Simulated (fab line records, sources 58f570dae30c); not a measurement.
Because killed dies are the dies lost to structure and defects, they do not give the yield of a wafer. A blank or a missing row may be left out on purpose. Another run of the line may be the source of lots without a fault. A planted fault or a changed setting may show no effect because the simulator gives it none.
One fault seen from 2 desks / flow berkeleyCmos170 / numbers are kept per desk, each desk with only its own; the story behind them comes last

== METROLOGY DESK ==
Means of the sampled wafers that have a number, per lot and without regard to the tool the lot ran on: this is what the gauges read. Marked OUT: a lot whose mean sits more than 4 standard deviations from the usual mean, which makes it out of limits; the brackets give that distance. Only the readings that lie furthest out on some lot appear, 7 of the 12 it has.
Columns: A = PSD_RS at UCB170_SDANNEAL_RS_MEAS_02, usual 75.56 ohm/sq; B = SILICIDE_TI_THK at UCB170_SILICIDE_THK_MEAS_03, usual 30.0 nm; C = cdNm at UCB170_CONTACT_CD_MEAS_15, usual 699.9 nm; D = CONTACT_OVL at UCB170_CONTACT_OVL_MEAS_16, usual 0 nm; E = cdNm at UCB170_CONTACT_CD_MEAS_90, usual 700.2 nm; F = M1_AL_RS at UCB170_M1_RS_MEAS_01, usual 0.0482 ohm/sq; G = M1_AL_THK at UCB170_M1_THK_MEAS_02, usual 606 nm
lot=L876; first seen here=day 8 22:41; A=75.67; B=30.0; C=699.9; D=-11; E=700.7; F=0.0486; G=604
lot=L879; first seen here=day 8 22:53; A=75.59; B=30.2; C=698.5; D=6; E=697.3; F=0.0486; G=604
lot=L889; first seen here=day 11 09:25; A=75.91; B=29.7; C=700.4; D=2; E=700.3; F=0.0486; G=599
lot=L890; first seen here=day 11 10:32; A=75.34; B=29.4; C=700.6; D=8; E=701.3; F=0.0479; G=610
lot=L894; first seen here=day 12 16:22; A=75.54; B=29.8; C=700.7; D=3; E=700.2; F=0.0492; G=593
lot=L898; first seen here=day 13 07:30; A=75.40; B=30.2; C=702.4; D=-6; E=701.6; F=0.0482; G=603
This desk's finding: nothing out of limits on any of the 6 lots.

== AT THE TOOL OWNER'S DESK: rtpAnneal-01 ==
At UCB170_SILICIDE_RTA_04 (time 15 s), the tool's own readings, given per lot that ran on this tool as the mean of the sampled wafers with a number. Marked OUT: a lot whose mean sits more than 4 standard deviations from the usual mean, which makes it out of limits; the brackets give that distance.
Columns: A = lampPowerPct at UCB170_SILICIDE_RTA_04, usual 9.7 %; B = wafer_temp_C_max at UCB170_SILICIDE_RTA_04, usual 652.1
lot=L879; first seen here=day 8 23:40; A=8.8; B=652.2
lot=L889; first seen here=day 11 10:10; A=9.5; B=651.9
lot=L890; first seen here=day 11 11:17; A=9.5; B=651.7
This desk's finding: nothing out of limits on any of the 3 lots.

== BROUGHT TOGETHER ==
Nothing out of limits was seen by the metrology desk.
The tool owner's desk saw nothing out of limits.

== WHAT THE SIMULATOR HAD INSERTED ==
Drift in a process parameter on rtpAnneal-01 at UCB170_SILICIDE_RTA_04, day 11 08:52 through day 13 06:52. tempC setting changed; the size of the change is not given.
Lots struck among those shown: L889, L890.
